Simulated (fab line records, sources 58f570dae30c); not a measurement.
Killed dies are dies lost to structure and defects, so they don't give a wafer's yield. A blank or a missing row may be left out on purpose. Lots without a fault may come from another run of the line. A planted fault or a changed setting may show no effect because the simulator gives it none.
Which tool did it? | flow berkeley_cmos170 | 15 lots, 45 wafers sampled, at 6 steps of a route of 331

WHAT THE GAUGES READ, wafer by wafer
UCB170_PSD_TW_MEAS_10.
lot  | measured     | on            | PSD_TW
L787 | day 7 10:32  | film_metro-01 | 2309 2311 2321
L788 | day 8 00:32  | film_metro-03 | 2342 2329 2336
L791 | day 8 00:39  | film_metro-02 | 2316 2331 2320
L793 | day 8 15:20  | film_metro-03 | 2339 2333 2330
L794 | day 9 00:35  | film_metro-02 | 2344 2341 2342
L798 | day 10 06:27 | film_metro-02 | 2313 2323 2319
L803 | day 10 18:07 | film_metro-01 | 2318 2309 2315
L802 | day 10 18:13 | film_metro-03 | 2334 2327 2326
L801 | day 10 18:20 | film_metro-03 | 2336 2333 2337
L804 | day 10 22:59 | film_metro-01 | 2310 2307 2310
L805 | day 10 23:13 | film_metro-01 | 2309 2310 2333
L806 | day 11 11:49 | film_metro-01 | 2336 2320 2319
L810 | day 12 05:10 | film_metro-03 | 2326 2321 2320
L809 | day 12 05:27 | film_metro-03 | 2312 2333 2331
L808 | day 12 05:57 | film_metro-02 | 2329 2315 2324

UCB170_CONTACT_CD_MEAS_90: target cd 700 nm.
lot  | measured     | on        | cd_nm (nm)
L787 | day 7 21:31  | cd_sem-01 | 700.0 702.4 701.7
L788 | day 8 11:24  | cd_sem-01 | 701.7 699.0 701.8
L791 | day 8 11:35  | cd_sem-02 | 700.4 701.5 700.6
L793 | day 9 03:07  | cd_sem-02 | 703.9 702.9 703.2
L794 | day 9 08:24  | cd_sem-02 | 700.7 702.4 701.6
L798 | day 10 14:45 | cd_sem-02 | 699.3 697.1 700.7
L803 | day 11 02:56 | cd_sem-01 | 699.4 700.8 699.9
L802 | day 11 07:12 | cd_sem-02 | - - -
L801 | day 11 06:55 | cd_sem-01 | - - -
L804 | day 11 12:17 | cd_sem-01 | - - -
L805 | day 11 12:40 | cd_sem-02 | 700.4 696.9 697.9
L806 | day 11 20:10 | cd_sem-01 | 702.5 700.8 698.9
L810 | day 12 14:46 | cd_sem-01 | 701.9 703.6 704.3
L809 | day 12 15:30 | cd_sem-01 | 698.9 700.7 701.5
L808 | day 12 17:11 | cd_sem-01 | 699.4 699.8 700.2

UCB170_V1_THK_MEAS_04.
lot  | measured     | on            | V1_POLISHED_THK (nm)
L787 | day 8 02:55  | film_metro-03 | 998.8 1000.0 1000.0
L788 | day 8 16:07  | film_metro-03 | 1000.8 1000.1 998.7
L791 | day 8 17:27  | film_metro-04 | 998.9 998.9 998.9
L793 | day 9 07:12  | film_metro-03 | 1000.5 1000.8 999.7
L794 | day 9 12:27  | film_metro-01 | 999.2 999.4 999.4
L798 | day 10 18:43 | film_metro-01 | 1000.0 1000.4 999.6
L803 | day 11 07:30 | film_metro-04 | 999.3 999.4 999.2
L805 | day 11 17:56 | film_metro-03 | 999.2 998.9 999.2
L806 | day 12 00:23 | film_metro-01 | 999.4 1001.7 1000.2
L810 | day 12 18:45 | film_metro-03 | 1000.7 1000.6 1001.1
L809 | day 12 20:05 | film_metro-01 | 1000.0 999.9 998.6
L808 | day 12 21:25 | film_metro-03 | 999.2 998.7 999.9

UCB170_V1_CD_MEAS_12: target cd 700 nm.
lot  | measured     | on        | cd_nm (nm)
L787 | day 8 08:01  | cd_sem-02 | 699.8 699.6 700.6
L788 | day 8 20:09  | cd_sem-01 | 700.8 700.1 701.9
L791 | day 8 20:26  | cd_sem-01 | 701.0 700.7 700.6
L793 | day 9 08:25  | cd_sem-01 | 702.6 701.7 701.7
L794 | day 9 13:37  | cd_sem-02 | 701.1 700.5 700.8
L798 | day 10 21:06 | cd_sem-02 | 700.7 700.1 700.3
L803 | day 11 08:56 | cd_sem-01 | 699.5 700.3 700.2
L805 | day 11 19:23 | cd_sem-01 | 702.1 700.9 700.0
L806 | day 12 01:48 | cd_sem-02 | 699.0 699.1 698.1
L810 | day 12 19:50 | cd_sem-02 | 701.0 700.5 701.4
L809 | day 12 22:35 | cd_sem-02 | 697.4 698.7 699.1
L808 | day 12 23:33 | cd_sem-02 | 699.3 699.1 700.0

WHICH TOOL RAN EACH LOT (tool, then ch and the chambers of the sampled wafers, then the start)
lot  | UCB170_CONTACT_ETCH_17             | UCB170_CONTACT_ETCH_18
L787 | rie_diel-01 ch 2,3, day 7 21:14    | rie_diel-01 ch 2,3, day 7 21:31 or earlier
L788 | rie_diel-04 ch 0,1, day 8 11:07    | rie_diel-04 ch 0,1, day 8 11:24 or earlier
L791 | rie_diel-03 ch 2,3, day 8 11:19    | rie_diel-03 ch 2,3, day 8 11:35 or earlier
L793 | rie_diel-03 ch 0,2,3, day 9 02:52  | rie_diel-03 ch 0,2,3, day 9 03:07 or earlier
L794 | rie_diel-03 ch 0,1,3, day 9 08:08  | rie_diel-03 ch 0,1,3, day 9 08:24 or earlier
L798 | rie_diel-04 ch 1,2, day 10 14:28   | rie_diel-04 ch 1,2, day 10 14:45 or earlier
L803 | rie_diel-03 ch 0,2,3, day 11 02:40 | rie_diel-03 ch 0,2,3, day 11 02:56 or earlier
L802 | rie_diel-04 ch 2,3, day 11 06:55   | rie_diel-04 ch 2,3, day 11 07:12 or earlier
L801 | rie_diel-03 ch 0,2, day 11 06:38   | rie_diel-03 ch 0,2, day 11 06:55 or earlier
L804 | rie_diel-03 ch 0,3, day 11 11:58   | rie_diel-03 ch 0,3, day 11 12:17 or earlier
L805 | rie_diel-01 ch 1,2, day 11 12:25   | rie_diel-01 ch 1,2, day 11 12:40 or earlier
L806 | rie_diel-03 ch 0,1,2, day 11 19:54 | rie_diel-03 ch 0,1,2, day 11 20:10 or earlier
L810 | rie_diel-04 ch 0,2,3, day 12 14:29 | rie_diel-04 ch 0,2,3, day 12 14:46 or earlier
L809 | rie_diel-03 ch 0,3, day 12 15:13   | rie_diel-03 ch 0,3, day 12 15:30 or earlier
L808 | rie_diel-03 ch 0,1,3, day 12 16:56 | rie_diel-03 ch 0,1,3, day 12 17:11 or earlier
- UCB170_CONTACT_ETCH_17: etches BARC in N2/H2.
- UCB170_CONTACT_ETCH_18: etches PSG in CHF3/CF4/Ar, stops on TiSi2, target depth 840 nm, time 195 s.

WHAT THE TOOLS THEMSELVES READ (means of the sampled wafers that have a number; where no wafer has one, the mark that the record gives instead)
UCB170_CONTACT_ETCH_17.
lot  | tool        | bias_w (W) | chamber_pressure_mTorr (mTorr) | drypump_motor_current_A (A) | oes_product_au (a.u.) | throttle_valve_pct (%)
L787 | rie_diel-01 | 100.1      | 29.996                         | 5.8                         | 1.009                 | 13.37
L788 | rie_diel-04 | 100.0      | 29.996                         | 5.6                         | 1.012                 | 13.51
L791 | rie_diel-03 | 100.2      | 29.979                         | 5.3                         | 1.016                 | 13.30
L793 | rie_diel-03 | 99.7       | 29.992                         | 5.5                         | 1.017                 | 13.39
L794 | rie_diel-03 | 100.0      | 30.008                         | 5.6                         | 1.017                 | 13.50
L798 | rie_diel-04 | 100.3      | 29.996                         | 5.5                         | 1.013                 | 13.31
L803 | rie_diel-03 | 100.2      | 30.009                         | 5.5                         | 1.031                 | 13.40
L802 | rie_diel-04 | -          | -                              | -                           | -                     | -
L801 | rie_diel-03 | -          | -                              | -                           | -                     | -
L804 | rie_diel-03 | -          | -                              | -                           | -                     | -
L805 | rie_diel-01 | 99.8       | 29.989                         | 5.4                         | 0.993                 | 13.26
L806 | rie_diel-03 | 100.2      | 29.982                         | 5.8                         | 1.035                 | 13.42
L810 | rie_diel-04 | 100.1      | 30.007                         | 5.3                         | 1.032                 | 13.37
L809 | rie_diel-03 | 100.1      | 30.019                         | 5.7                         | 1.042                 | 13.49
L808 | rie_diel-03 | 100.1      | 30.007                         | 5.6                         | 1.026                 | 13.52

UCB170_CONTACT_ETCH_18.
lot  | tool        | CHF3_flow_sccm (sccm) | cf4_flow_sccm (sccm) | drypump_motor_current_A (A) | oes_product_au (a.u.) | throttle_valve_pct (%)
L787 | rie_diel-01 | 45.08                 | 15.02                | 5.8                         | 0.886                 | 7.02
L788 | rie_diel-04 | 45.03                 | 14.99                | 5.6                         | 0.894                 | 7.06
L791 | rie_diel-03 | 45.15                 | 15.01                | 5.3                         | 0.885                 | 6.95
L793 | rie_diel-03 | 44.91                 | 15.01                | 5.5                         | 0.891                 | 7.00
L794 | rie_diel-03 | 45.09                 | 15.02                | 5.6                         | 0.885                 | 7.06
L798 | rie_diel-04 | 45.25                 | 15.00                | 5.5                         | 0.892                 | 7.00
L803 | rie_diel-03 | 44.93                 | 14.98                | 5.5                         | 0.891                 | 7.00
L802 | rie_diel-04 | 45.04                 | 15.05                | 5.2                         | 0.370                 | 6.91
L801 | rie_diel-03 | 45.09                 | 15.01                | 5.9                         | 0.384                 | 6.98
L804 | rie_diel-03 | 45.05                 | 14.96                | 5.4                         | 0.371                 | 7.06
L805 | rie_diel-01 | 45.00                 | 14.99                | 5.4                         | 0.871                 | 6.94
L806 | rie_diel-03 | 45.01                 | 14.99                | 5.8                         | 0.886                 | 7.00
L810 | rie_diel-04 | 45.09                 | 15.01                | 5.3                         | 0.895                 | 6.97
L809 | rie_diel-03 | 45.10                 | 15.00                | 5.7                         | 0.907                 | 7.05
L808 | rie_diel-03 | 45.07                 | 14.98                | 5.6                         | 0.885                 | 7.07

THE ANSWER, worked out from the rows above alone
Rule: what is usual is taken from the lots themselves. Put in order of their means at a reading, lots are off if they are a third of the lots or fewer, leave a main group of 4 or more, and stand apart from it by a gap of 3 or more times the standard deviation of the main group's means; of several such gaps the widest counts. A main group whose means are all the same, to the digits that the tables above print for the reading, isn't used. A lot without any number at a reading at which 4 lots or more have one is off too. The other lots that the step has rows for count as sound. The gauges are gone through in route order, then the tools' own readings, and for those a lot's mean is taken as printed above. The first step at which some lot is off is used, and at that step the reading that is off furthest; a lot without a number counts as furthest.
Off: L802, L801, L804, at UCB170_CONTACT_CD_MEAS_90 (cd_nm). Without a number there: L802, L801, L804. The main group: mean 700.8 nm, standard deviation 1.4.
A tool fits if, at a process step before that reading, it ran every lot that is off, and no sound lot after the first of them. The gauges at UCB170_CONTACT_CD_MEAS_90 aren't tried: what is off there is off at UCB170_CONTACT_ETCH_17 too, on other tools, and a gauge's error can't cause that. UCB170_CONTACT_ETCH_18 gives no start for some lots, so the hours and the order of its lots are those of UCB170_CONTACT_CD_MEAS_90. None of those tried fits.

WHAT THE SIMULATOR HAD PUT IN
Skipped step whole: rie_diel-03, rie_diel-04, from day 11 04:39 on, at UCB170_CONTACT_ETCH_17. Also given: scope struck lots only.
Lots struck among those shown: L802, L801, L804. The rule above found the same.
